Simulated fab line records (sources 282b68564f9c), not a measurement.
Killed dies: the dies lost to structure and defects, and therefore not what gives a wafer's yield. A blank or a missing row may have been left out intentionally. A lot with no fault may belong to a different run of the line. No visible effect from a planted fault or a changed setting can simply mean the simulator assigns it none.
fab line records ; flow rit-cmos
record lots=13; wafers=39; last-day=7
route steps=202 shown ACTIVE@4 M1@202
lots that met no fault: from a run of the same line without faults
start-h: the number of hours between the record's first day and the start of the first shown wafer of the lot ; wait-h: hours elapsed since this lot's preceding step ; " the same as in the row above ; L1.1+2: one row covering several wafers at once ; - no value, or no start given ; * or withheld: withheld ; < > ~ a bound
route shown NAME@n: a module of which the file shows steps, and the number in the route of the first ; usual: mean/standard deviation of fault-free wafers ; same: alike in all rows ; chamber/n: place in a boat ; sites: the reading at each site ; _std_site: the values' standard deviation ; _edge_site: outer sites' mean less inner sites' ; radius-mm: for every site, how far away it sits from the centre of the wafer ; mask NAME#n: copy n ; behind: tool/chamber where the wafer was last shaped ; hold: why the lot went on hold/how many hours it stayed there/how the hold came to an end ; device: the n, p or np transistor that did not switch ; end of line: at the end of the route, the tests of the same wafers ; step lacking rows: just its recipe ; killed: at the first sort, the dies lost to defects and structure; wafer yield is something else ; map: shows each die of a wafer: x if killed, . if not, _ if none is there
set.NAME: setting as actually run; set.NAME@STEP: the setting as run at that earlier step ; model.NAME: the simulator's own value behind a step, which no gauge read
route steps across a sampled set of lots; one table per step, one row per wafer
services: the hour from which a tool's chamber was out of use, counted from the record's first day as start-h (under 0 if before that day), plus the number of hours and why
## steps
# step RIT_ACTIVE_CVD_03
# recipe material=Si3N4; target-thk-nm=150; temp-c=810; precursor=SiH2Cl2/NH3; time-s=1500; pressure-mtorr=300; sih2cl2-flow-sccm=60; nh3-flow-sccm=150
# usual sih2cl2-flow-sccm=59.99/0.17; spike-tc-centre-C=812.2/1.2; zone-power-centre-pct=40/3.6
lot.wafer;tool;chamber;start-h;wait-h;sih2cl2-flow-sccm;spike-tc-centre-C;zone-power-centre-pct
L879.2;lpcvd-01;0;17.72;0.0;60.17;810.9;37
L879.3;lpcvd-01;0;17.72;0.0;59.82;810.7;37
L879.5;lpcvd-01;0;17.72;0.0;60.13;810.3;38
L880.1;lpcvd-02;1;22.45;0.1;59.91;813.7;37
L880.3;lpcvd-02;1;22.45;0.1;59.71;811.7;37
L880.4;lpcvd-02;1;22.45;0.1;59.63;813.9;38
L881.2;lpcvd-01;0;28.03;0.0;59.94;810.1;38
L881.4;lpcvd-01;0;28.03;0.0;60.06;810.2;38
L881.5;lpcvd-01;0;28.03;0.0;59.93;810.8;37
L882.1;lpcvd-02;0;32.52;0.1;59.93;812.8;47
L882.3;lpcvd-02;0;32.52;0.1;60.14;811.9;46
L882.6;lpcvd-02;0;32.52;0.1;60.06;812.8;47
L883.2;lpcvd-02;0;37.25;0.0;60.09;812.3;47
L883.3;lpcvd-02;0;37.25;0.0;60.11;813.4;48
L883.5;lpcvd-02;0;37.25;0.0;59.75;812.6;48
L884.1;lpcvd-02;0;42.11;0.1;60.18;812.7;46
L884.2;lpcvd-02;0;42.11;0.1;60.31;811.1;47
L884.4;lpcvd-02;0;42.11;0.1;60.19;813.6;47
L885.2;lpcvd-02;1;48.49;1.4;59.88;813.1;38
L885.3;lpcvd-02;1;48.49;1.4;59.98;812.7;36
L885.6;lpcvd-02;1;48.49;1.4;60.18;813.8;38
L891.3;lpcvd-02;1;77.11;0.0;59.66;812.1;36
L891.4;lpcvd-02;1;77.11;0.0;60.08;813.7;37
L891.5;lpcvd-02;1;77.11;0.0;59.87;812.8;37
L892.4;lpcvd-02;1;83.20;0.0;60.05;813.6;37
L892.5;lpcvd-02;1;83.20;0.0;60.14;813.8;37
L892.6;lpcvd-02;1;83.20;0.0;60.00;812.8;38
L893.2;lpcvd-01;1;87.71;0.0;59.92;811.1;40
L893.3;lpcvd-01;1;87.71;0.0;59.76;812.3;42
L893.5;lpcvd-01;1;87.71;0.0;59.86;810.7;41
L895.1;lpcvd-02;0;98.03;0.6;60.52;811.6;48
L895.3;lpcvd-02;0;98.03;0.6;60.12;813.7;48
L895.4;lpcvd-02;0;98.03;0.6;60.16;812.3;47
L900.1;lpcvd-01;1;123.36;0.1;60.19;811.7;40
L900.3;lpcvd-01;1;123.36;0.1;60.02;811.1;41
L900.6;lpcvd-01;1;123.36;0.1;60.15;809.8;41
L901.1;lpcvd-01;0;127.11;0.1;59.86;812.5;38
L901.5;lpcvd-01;0;127.11;0.1;59.82;812.3;38
L901.6;lpcvd-01;0;127.11;0.1;60.03;812.5;38
# step RIT_ACTIVE_THK_MEAS_04
# recipe reads=Si3N4_of_ACTIVE_CVD_03
# usual ACTIVE_NITRIDE_THK=150.2/1.4
lot.wafer;tool;chamber;start-h;wait-h;hold;ACTIVE_NITRIDE_THK[nm]
L879.2;film-metro-02;-;19.14;0.0;-;150.9
L879.3;film-metro-02;-;19.14;0.0;-;151.2
L879.5;film-metro-02;-;19.14;0.0;-;151.1
L880.1;film-metro-02;-;23.87;0.0;-;152.2
L880.3;film-metro-02;-;23.87;0.0;-;151.4
L880.4;film-metro-02;-;23.87;0.0;-;152.2
L881.2;film-metro-04;-;29.46;0.0;-;148.3
L881.4;film-metro-04;-;29.46;0.0;-;149.2
L881.5;film-metro-04;-;29.46;0.0;-;147.5
L882.1;film-metro-04;-;33.93;0.0;-;150.1
L882.3;film-metro-04;-;33.93;0.0;-;151.9
L882.6;film-metro-04;-;33.93;0.0;-;150.2
L883.2;film-metro-03;-;38.68;0.0;-;151.6
L883.3;film-metro-03;-;38.68;0.0;-;150.0
L883.5;film-metro-03;-;38.68;0.0;-;150.8
L884.1;film-metro-04;-;43.53;0.0;-;149.7
L884.2;film-metro-04;-;43.53;0.0;-;149.6
L884.4;film-metro-04;-;43.53;0.0;-;149.2
L885.2;film-metro-04;-;49.92;0.0;-;150.2
L885.3;film-metro-04;-;49.92;0.0;-;149.1
L885.6;film-metro-04;-;49.92;0.0;-;150.8
L891.3;film-metro-03;-;78.55;0.0;-;150.8
L891.4;film-metro-03;-;78.55;0.0;-;151.7
L891.5;film-metro-03;-;78.55;0.0;-;149.7
L892.4;film-metro-03;-;84.65;0.0;-;149.3
L892.5;film-metro-03;-;84.65;0.0;-;148.9
L892.6;film-metro-03;-;84.65;0.0;-;149.6
L893.2;film-metro-03;-;89.85;0.0;-;147.3
L893.3;film-metro-03;-;89.85;0.0;-;148.1
L893.5;film-metro-03;-;89.85;0.0;-;146.7
L895.1;film-metro-02;-;99.44;0.0;await-dispo/0.2h/release;195.3
L895.3;film-metro-02;-;99.44;0.0;await-dispo/0.2h/release;195.9
L895.4;film-metro-02;-;99.44;0.0;await-dispo/0.2h/release;196.1
L895.1;film-metro-02;-;99.67;0.2;-;195.2
L895.3;film-metro-02;-;99.67;0.2;-;195.8
L895.4;film-metro-02;-;99.67;0.2;-;196.2
L900.1;film-metro-03;-;124.78;0.0;-;152.3
L900.3;film-metro-03;-;124.78;0.0;-;150.6
L900.6;film-metro-03;-;124.78;0.0;-;150.2
L901.1;film-metro-02;-;128.53;0.0;-;150.0
L901.5;film-metro-02;-;128.53;0.0;-;149.6
L901.6;film-metro-02;-;128.53;0.0;-;148.9
# step RIT_ACTIVE_ETCH_13
# recipe stop-on=SiO2; chemistry=SF6; target=Si3N4; time-s=210; over-etch-frac=0.4; SF6_flow_sccm=200; pressure-mtorr=260; rf-w=125; target-depth-a=2100
# usual drypump-motor-current-A=5.8/0.62; oes-product-au=0.818/0.011; throttle-valve-pct=7.53/0.1
lot.wafer;tool;chamber;start-h;wait-h;drypump-motor-current-A;oes-product-au;rf-hours-counter-h;throttle-valve-pct
L879.2;rie-diel-04;3;20.61;0.1;6.5;0.818;121;7.56
L879.3;rie-diel-04;2;20.61;0.1;5.3;0.831;129;7.67
L879.5;rie-diel-04;2;20.61;0.1;5.3;0.829;-;7.66
L880.1;rie-diel-04;2;25.17;0.1;5.3;0.832;129;7.65
L880.3;rie-diel-04;1;25.17;0.1;4.9;0.813;69;7.49
L880.4;rie-diel-04;3;25.17;0.1;6.6;0.812;121;7.54
L881.2;rie-diel-02;1;30.75;0.1;5.3;0.807;74;7.40
L881.4;rie-diel-02;2;30.75;0.1;6.0;0.815;5;7.44
L881.5;rie-diel-02;0;30.75;0.1;6.2;0.798;-;7.47
L882.1;rie-diel-01;0;35.24;0.1;4.7;0.838;161;7.70
L882.3;rie-diel-01;2;35.24;0.1;5.7;0.823;5;7.36
L882.6;rie-diel-01;2;35.24;0.1;5.7;0.829;-;7.34
L883.2;rie-diel-01;2;39.97;0.1;5.6;0.829;5;7.36
L883.3;rie-diel-01;1;39.97;0.1;5.2;0.818;150;7.41
L883.5;rie-diel-01;3;39.97;0.1;4.9;0.831;-;7.59
L884.1;rie-diel-04;0;44.71;0.1;6.6;0.824;6;7.67
L884.2;rie-diel-04;2;44.71;0.1;5.3;0.841;129;7.66
L884.4;rie-diel-04;3;44.71;0.1;6.5;0.806;121;7.55
L885.2;rie-diel-02;0;51.35;0.1;6.2;0.818;12;7.47
L885.3;rie-diel-02;1;51.35;0.1;5.2;0.809;74;7.40
L885.6;rie-diel-02;2;51.35;0.1;6.0;0.817;-;7.44
L891.3;rie-diel-02;0;79.88;0.1;6.2;0.815;12;7.48
L891.4;rie-diel-02;2;79.88;0.1;6.0;0.819;6;7.44
L891.5;rie-diel-02;3;79.88;0.1;6.2;0.817;-;7.58
L892.4;rie-diel-04;1;85.92;0.1;4.8;0.800;71;7.49
L892.5;rie-diel-04;3;85.92;0.1;6.5;0.808;-;7.56
L892.6;rie-diel-04;0;85.92;0.1;6.6;0.823;-;7.66
L893.2;rie-diel-02;3;91.02;0.1;6.2;0.801;43;7.60
L893.3;rie-diel-02;1;91.02;0.1;5.3;0.805;75;7.38
L893.5;rie-diel-02;2;91.02;0.1;6.0;0.811;-;7.43
L895.1;rie-diel-02;2;102.97;0.1;5.9;0.941;6;7.44
L895.3;rie-diel-02;3;102.97;0.1;6.2;0.952;43;7.60
L895.4;rie-diel-02;1;102.97;0.1;5.3;0.944;75;7.38
L900.1;rie-diel-04;0;126.08;0.1;6.6;0.831;7;7.67
L900.3;rie-diel-04;2;126.08;0.1;5.3;0.828;130;7.65
L900.6;rie-diel-04;3;126.08;0.1;6.5;0.809;-;7.56
L901.1;rie-diel-02;3;129.71;0.1;6.2;0.821;44;7.60
L901.5;rie-diel-02;2;129.71;0.1;6.0;0.809;-;7.44
L901.6;rie-diel-02;3;129.71;0.1;6.2;0.810;-;7.60
# step RIT_M1_PROBE_99
# usual defect-limited-yield=97.4/1.1; killed-at-contacts=0.1/0.3; killed-at-front-end=6.9/2.9; killed-dies=7.0/2.9; killed-open=3.3/2; killed-short=3.7/2; sort_bin_3_pad_short=0.1/0.22; sort_bin_5_function=1.5/0.81; sort_bin_6_memory=1.0/0.64; sort-n-pass=257.0/2.9; sort-yield-pct=97.4/1.1
# same gross-dies=264; killed_at_M0_to_M3=0; killed_at_M4_up=0; killed-at-back-side=0; killed-at-other=0
lot.wafer;tool;chamber;start-h;wait-h;defect-limited-yield[%];killed-at-contacts;killed-at-front-end;killed-dies;killed-open;killed-short;sort_bin_3_pad_short[%];sort_bin_5_function[%];sort_bin_6_memory[%];sort-n-pass;sort-yield-pct[%]
L882.1;prober-01;-;79.88;0.1;97.7;0;6;6;3;3;0.4;0.8;1.1;258.0;97.7
L882.3;prober-01;-;79.98;0.2;97.3;0;7;7;4;3;0;1.5;1.1;257.0;97.3
L882.6;prober-01;-;80.13;0.2;95.8;0;11;11;5;6;0;2.7;1.5;253.0;95.8
L883.2;prober-02;-;86.36;0.1;97.3;1;6;7;3;4;0.8;1.9;0;257.0;97.3
L883.3;prober-02;-;86.41;0.2;99.2;0;2;2;0;2;0;0.4;0.4;262.0;99.2
L883.5;prober-02;-;86.51;0.2;97.0;0;8;8;2;6;0.4;0.8;1.9;256.0;97.0
L884.1;prober-01;-;88.48;0.1;97.0;0;8;8;4;4;0.4;1.9;0.8;256.0;97.0
L884.2;prober-01;-;88.53;0.1;97.7;0;6;6;2;4;0;1.1;1.1;258.0;97.7
L884.4;prober-01;-;88.63;0.2;95.1;1;12;13;10;3;0;3.8;1.1;251.0;95.1
L891.3;prober-01;-;127.26;0.2;97.3;0;7;7;4;3;0;1.9;0.8;257.0;97.3
L891.4;prober-01;-;127.31;0.2;97.0;0;8;8;5;3;0;2.3;0.8;256.0;97.0
L891.5;prober-01;-;127.36;0.2;98.1;0;5;5;4;1;0;1.1;0.8;259.0;98.1
L893.2;prober-01;-;135.46;0.1;99.2;0;2;2;1;1;0;0.4;0.4;262.0;99.2
L893.3;prober-01;-;135.51;0.2;97.3;0;7;7;1;6;0.4;0.8;1.5;257.0;97.3
L893.5;prober-01;-;135.61;0.2;97.7;0;6;6;3;3;0;0.8;1.5;258.0;97.7
# killed by level:class
L882.1 FOX1:geometric-particle:open=1 FOX2:geometric-particle:open=1 FOX2:geometric-particle:short=1 GATE:geometric-particle:short=1 REOX:geometric-particle:short=1 SILICIDE:geometric-particle:open=1
L882.3 GATE:geometric-particle:short=2 FOX2:geometric-particle:open=1 GATE:geometric-particle:open=1 REOX:geometric-particle:open=1 SPACER:geometric-particle:open=1 SILICIDE:geometric-particle:short=1
L882.6 FOX1:geometric-particle:short=2 FOX2:geometric-particle:short=2 SPACER:geometric-particle:open=2 GATE:geometric-particle:open=1 REOX:geometric-particle:open=1 REOX:geometric-particle:short=1 SILICIDE:geometric-particle:open=1 SILICIDE:geometric-particle:short=1
L883.2 REOX:geometric-particle:short=2 FOX1:geometric-particle:open=1 GATE:geometric-particle:open=1 SPACER:geometric-particle:open=1 SILICIDE:geometric-particle:short=1 CONTACT:geometric-particle:short=1
L883.3 GATE:geometric-particle:short=1 REOX:geometric-particle:short=1
L883.5 GATE:geometric-particle:short=3 FOX1:geometric-particle:short=1 FOX2:geometric-particle:open=1 FOX2:geometric-particle:short=1 SPACER:geometric-particle:short=1 SPACER:geometric-particle:open=1
L884.1 GATE:geometric-particle:short=2 REOX:geometric-particle:open=2 FOX2:geometric-particle:open=1 REOX:geometric-particle:short=1 SILICIDE:geometric-particle:short=1 SILICIDE:geometric-particle:open=1
L884.2 REOX:geometric-particle:short=3 FOX1:geometric-particle:open=1 FOX1:geometric-particle:short=1 REOX:geometric-particle:open=1
L884.4 SILICIDE:geometric-particle:open=4 SPACER:geometric-particle:open=2 FOX1:geometric-particle:open=1 FOX1:geometric-particle:short=1 FOX2:geometric-particle:short=1 GATE:geometric-particle:open=1 REOX:geometric-particle:open=1 SILICIDE:geometric-particle:short=1
L891.3 GATE:geometric-particle:open=3 GATE:geometric-particle:short=1 REOX:geometric-particle:short=1 REOX:geometric-particle:open=1 SILICIDE:geometric-particle:short=1
L891.4 GATE:geometric-particle:short=2 GATE:geometric-particle:open=2 FOX1:geometric-particle:short=1 FOX1:geometric-particle:open=1 REOX:geometric-particle:open=1 SILICIDE:geometric-particle:open=1
L891.5 FOX2:geometric-particle:open=2 GATE:geometric-particle:open=1 REOX:geometric-particle:short=1 SILICIDE:geometric-particle:open=1
L893.2 FOX1:geometric-particle:short=1 FOX1:geometric-particle:open=1
L893.3 GATE:geometric-particle:short=3 FOX2:geometric-particle:short=1 GATE:geometric-particle:open=1 REOX:geometric-particle:short=1 SPACER:geometric-particle:short=1
L893.5 SILICIDE:geometric-particle:short=2 GATE:geometric-particle:open=1 REOX:geometric-particle:open=1 REOX:geometric-particle:short=1 SILICIDE:geometric-particle:open=1
## services
tool;chamber;start-h;hours;kind
rie-diel-01;3;8.05;20.3;repair
rie-diel-04;-;9.98;0.3;repair
lpcvd-02;-;49.99;14.6;pm
rie-diel-01;-;57.16;2.8;pm
rie-diel-02;3;87.01;1.5;repair
rie-diel-01;0;94.53;-;clean
rie-diel-01;0;94.53;21.7;scheduled-down
rie-diel-01;0;94.53;21.7;vent-cycle
rie-diel-04;3;126.81;10.0;repair
## key
first-sign step=RIT_ACTIVE_THK_MEAS_04; reading=visit; direction=added
effect step=RIT_ACTIVE_THK_MEAS_04; reading=ACTIVE_NITRIDE_THK; direction=up; sigmas=34; usual=150.2; struck=195.8
effect step=RIT_ACTIVE_ETCH_13; reading=oes-product-au; direction=up; sigmas=12; usual=0.818; struck=0.946
met-at RIT_ACTIVE_CVD_03
struck-lots L895
struck-wafers L895.1,L895.3,L895.4
rows-end L895.1,L895.3,L895.4
onset-between 42.11 98.03
fault kind=process-parameter-drift; tool=lpcvd-02; chamber=0; onset-h=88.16; steps=RIT_ACTIVE_CVD_03; channel=target-thk-nm; offset=45.29; shape=step; end-h=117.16; acts-in=these-recipes-only; stated=150
# rows-end: these wafers met a further fault down the route, and their rows from its step on are left out
